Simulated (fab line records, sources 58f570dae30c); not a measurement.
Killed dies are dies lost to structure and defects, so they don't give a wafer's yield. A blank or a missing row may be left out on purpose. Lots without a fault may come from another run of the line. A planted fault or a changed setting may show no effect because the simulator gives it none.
Which tool did it? | flow berkeley_cmos170 | 14 lots, 42 wafers sampled, at 4 steps of a route of 331

WHAT THE GAUGES READ, wafer by wafer
UCB170_M3_OVL_MEAS_16.
lot  | measured     | on         | M3_OVL (nm)
L651 | day 9 23:26  | overlay-01 | -14 -5 -13
L655 | day 10 00:05 | overlay-02 | -8 -5 -15
L654 | day 10 01:41 | overlay-02 | -3 -3 -10
L656 | day 10 00:54 | overlay-01 | -4 -4 -4
L657 | day 9 23:10  | overlay-01 | -10 -5 -5
L658 | day 10 10:36 | overlay-01 | -2 -6 4
L660 | day 11 04:55 | overlay-02 | 0 -1 1
L664 | day 11 05:45 | overlay-02 | -5 -3 -8
L665 | day 12 00:42 | overlay-01 | 2 1 9
L666 | day 12 12:46 | overlay-01 | -13 -10 -8
L670 | day 12 16:15 | overlay-01 | -6 -7 -9
L672 | day 13 13:23 | overlay-02 | -4 1 3
L673 | day 13 11:46 | overlay-02 | -16 -17 -11
L674 | day 13 12:47 | overlay-02 | -4 -5 -3

WHICH TOOL RAN EACH LOT (tool, then ch and the chambers of the sampled wafers, then the start)
lot  | UCB170_NWELL_ETCH_13              | UCB170_NWELL_STRIP_15               | UCB170_V2_STRIP_15
L651 | rie_diel-04 ch 0,2, day 2 19:53   | plasma_asher-03 ch 1, day 2 20:08   | plasma_asher-04 ch 0,1, day 9 20:06
L655 | rie_diel-04 ch 0,3, day 3 08:09   | plasma_asher-04 ch 0,1, day 3 08:25 | plasma_asher-04 ch 0,1, day 9 20:39
L654 | rie_diel-01 ch 0,1,3, day 3 08:26 | plasma_asher-02 ch 0,1, day 3 08:41 | plasma_asher-02 ch 0,1, day 9 21:22
L656 | rie_diel-01 ch 0,1,2, day 3 12:47 | plasma_asher-03 ch 0,1, day 3 13:04 | plasma_asher-02 ch 0,1, day 9 21:00
L657 | rie_diel-02 ch 1,2,3, day 3 13:02 | plasma_asher-04 ch 0,1, day 3 13:18 | plasma_asher-03 ch 0,1, day 9 19:52
L658 | rie_diel-04 ch 2,3, day 4 00:49   | plasma_asher-02 ch 0,1, day 4 01:04 | plasma_asher-03 ch 0,1, day 10 08:21
L660 | rie_diel-04 ch 0,2,3, day 4 09:20 | plasma_asher-02 ch 0,1, day 4 09:36 | plasma_asher-02 ch 0,1, day 11 02:16
L664 | rie_diel-04 ch 0,3, day 4 22:31   | plasma_asher-02 ch 0,1, day 4 22:46 | plasma_asher-04 ch 0,1, day 11 02:26
L665 | rie_diel-01 ch 0,1,2, day 5 16:25 | plasma_asher-02 ch 1, day 5 16:40   | plasma_asher-03 ch 0,1, day 11 22:11
L666 | rie_diel-04 ch 2,3, day 5 22:44   | plasma_asher-04 ch 0,1, day 5 22:59 | plasma_asher-03 ch 0,1, day 12 08:44
L670 | rie_diel-02 ch 1,3, day 6 11:56   | plasma_asher-04 ch 1, day 6 12:11   | plasma_asher-02 ch 0,1, day 12 13:08
L672 | rie_diel-02 ch 0,1,2, day 6 22:08 | plasma_asher-04 ch 1, day 6 22:23   | plasma_asher-03 ch 0,1, day 13 10:49
L673 | rie_diel-02 ch 0,1,3, day 7 00:51 | plasma_asher-02 ch 0,1, day 7 01:08 | plasma_asher-04 ch 0,1, day 13 09:05
L674 | rie_diel-02 ch 0,2,3, day 7 06:05 | plasma_asher-03 ch 0,1, day 7 06:20 | plasma_asher-03 ch 0,1, day 13 10:20
- UCB170_NWELL_ETCH_13: etches Si3N4 in CH3F/Ar/O2, stops on SiO2, target depth 246.4 nm, time 154 s.
- UCB170_NWELL_STRIP_15: strips in O2.
- UCB170_V2_STRIP_15: strips in O2.

WHAT THE TOOLS THEMSELVES READ (means of the sampled wafers that have a number; where no wafer has one, the mark that the record gives instead)
UCB170_NWELL_ETCH_13.
lot  | tool        | drypump_motor_current_A (A) | oes_product_au (a.u.) | throttle_valve_pct (%)
L651 | rie_diel-04 | 6.0                         | 0.916                 | 8.14
L655 | rie_diel-04 | 5.6                         | 0.926                 | 7.95
L654 | rie_diel-01 | 5.7                         | 0.938                 | 8.08
L656 | rie_diel-01 | 5.6                         | 0.941                 | 8.06
L657 | rie_diel-02 | 5.8                         | 0.949                 | 8.00
L658 | rie_diel-04 | 5.2                         | 0.947                 | 8.12
L660 | rie_diel-04 | 5.6                         | 0.940                 | 8.08
L664 | rie_diel-04 | 5.6                         | 0.940                 | 7.95
L665 | rie_diel-01 | 5.6                         | 0.947                 | 8.05
L666 | rie_diel-04 | 5.6                         | 0.927                 | 8.19
L670 | rie_diel-02 | 6.0                         | 0.954                 | 8.07
L672 | rie_diel-02 | 5.9                         | 0.938                 | 7.98
L673 | rie_diel-02 | 6.0                         | 0.967                 | 8.06
L674 | rie_diel-02 | 5.6                         | 0.962                 | 8.03

UCB170_NWELL_STRIP_15.
lot  | tool            | drypump_motor_current_A (A) | oes_product_au (a.u.) | strip_time_to_endpoint_s (s)
L651 | plasma_asher-03 | 6.3                         | 0.721                 | 17.92
L655 | plasma_asher-04 | 6.2                         | 0.717                 | 17.94
L654 | plasma_asher-02 | 5.3                         | 0.723                 | 18.03
L656 | plasma_asher-03 | 6.0                         | 0.719                 | 18.01
L657 | plasma_asher-04 | 6.1                         | 0.723                 | 17.99
L658 | plasma_asher-02 | 5.3                         | 0.719                 | 17.93
L660 | plasma_asher-02 | 5.3                         | 0.720                 | 17.90
L664 | plasma_asher-02 | 5.3                         | 0.720                 | 15.52
L665 | plasma_asher-02 | 5.2                         | 0.723                 | 18.03
L666 | plasma_asher-04 | 6.2                         | 0.719                 | 15.51
L670 | plasma_asher-04 | 6.3                         | 0.722                 | 18.00
L672 | plasma_asher-04 | 6.3                         | 0.723                 | 17.97
L673 | plasma_asher-02 | 5.4                         | 0.720                 | 18.03
L674 | plasma_asher-03 | 6.1                         | 0.723                 | 18.08

UCB170_V2_STRIP_15.
lot  | tool            | drypump_motor_current_A (A) | oes_product_au (a.u.) | strip_time_to_endpoint_s (s)
L651 | plasma_asher-04 | 6.0                         | 0.724                 | 15.24
L655 | plasma_asher-04 | 6.2                         | 0.722                 | 15.34
L654 | plasma_asher-02 | 5.4                         | 0.722                 | 15.51
L656 | plasma_asher-02 | 5.4                         | 0.718                 | 15.22
L657 | plasma_asher-03 | 6.0                         | 0.718                 | 15.32
L658 | plasma_asher-03 | 6.1                         | 0.725                 | 15.22
L660 | plasma_asher-02 | 5.4                         | 0.724                 | 15.32
L664 | plasma_asher-04 | 6.1                         | 0.721                 | 15.13
L665 | plasma_asher-03 | 6.2                         | 0.724                 | 15.32
L666 | plasma_asher-03 | 6.2                         | 0.728                 | 15.12
L670 | plasma_asher-02 | 5.4                         | 0.724                 | 15.36
L672 | plasma_asher-03 | 6.0                         | 0.717                 | 15.29
L673 | plasma_asher-04 | 6.0                         | 0.718                 | 15.27
L674 | plasma_asher-03 | 6.0                         | 0.723                 | 15.40

THE ANSWER, worked out from the rows above alone
Rule: what is usual is taken from the lots themselves. Put in order of their means at a reading, lots are off if they are a third of the lots or fewer, leave a main group of 4 or more, and stand apart from it by a gap of 3 or more times the standard deviation of the main group's means; of several such gaps the widest counts. A main group whose means are all the same, to the digits that the tables above print for the reading, isn't used. A lot without any number at a reading at which 4 lots or more have one is off too. The other lots that the step has rows for count as sound. The gauges are gone through in route order, then the tools' own readings, and for those a lot's mean is taken as printed above. The first step at which some lot is off is used, and at that step the reading that is off furthest; a lot without a number counts as furthest.
Off: L664, L666, at UCB170_NWELL_STRIP_15 (strip_time_to_endpoint_s). The main group: mean 17.99 s, standard deviation 0.052.
A tool fits if, at that step or a process step before it, it ran every lot that is off, and no sound lot after the first of them. One fits: rie_diel-04 at UCB170_NWELL_ETCH_13. Its last sound lot is L660 (day 4 09:20), its first lot that is off L664 (day 4 22:31): a fault that began between those two fits.

WHAT THE SIMULATOR HAD PUT IN
Process parameter drift: rie_diel-04, from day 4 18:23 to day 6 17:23, at UCB170_NWELL_ETCH_13. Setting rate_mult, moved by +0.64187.
Lots struck among those shown: L664, L666. The rule above found the same.
